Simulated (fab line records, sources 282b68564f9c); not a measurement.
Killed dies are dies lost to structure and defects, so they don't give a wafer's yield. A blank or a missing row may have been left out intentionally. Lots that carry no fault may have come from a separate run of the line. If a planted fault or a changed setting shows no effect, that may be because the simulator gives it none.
Matching of chambers | flow rit cmos | wet bench-03 running RIT_FOX1_WET_ETCH_02: 3 sister chambers
The step etches SiO2 in BOE, target depth 350 nm, time 390 s. 6 wafers are shown with their chamber, then 7 later ones without.

== WAFERS PAIRED WITH THEIR CHAMBERS ==
wafer  | chamber | bath heat duty pct (%)
L437.4 | 2       | 2.7
L437.6 | 2       | 2.6
L438.3 | 3       | 1.4
L438.4 | 3       | 2.5
L441.1 | 0       | 1.7
L441.4 | 0       | 1.1

== WAFERS MISSING THEIR CHAMBER ==
wafer  | bath heat duty pct (%)
L441.5 | 1.5
L443.1 | 1.4
L443.2 | 2.6
L443.3 | 2.5
L455.1 | 1.7
L455.3 | 2.0
L455.5 | 2.0

== THE CHAMBER EACH PASSED THROUGH ==
wafer  | from the rows above          | in truth
L441.5 | can't be placed: 0 or 3      | 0
L443.1 | can't be placed: 0 or 3      | 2
L443.2 | can't be placed: 2 or 3      | 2
L443.3 | can't be placed: 2 or 3 or 0 | 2
L455.1 | can't be placed: 3 or 0 or 2 | 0
L455.3 | can't be placed: 3 or 0 or 2 | 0
L455.5 | can't be placed: 3 or 0 or 2 | 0
Placed correctly: 0 of 7. Not placeable from these rows: 7 (in 6, the candidates include the true chamber). 0 placed wrongly.
How it was worked out, from the rows above alone: a wafer's distance from a chamber is the root of the sum, over the readings, of the square of ((its reading less the chamber's mean) divided by the reading's scatter). If the next closest chamber is less than 2 further off than the closest, the wafer can't be placed; otherwise it belongs to the closest. For every chamber, the mean is computed from those of its wafers that are shown. The scatter: take each reading less its chamber's mean, square it, sum over the shown wafers, divide by the number of wafers less the number of chambers, and take the root.
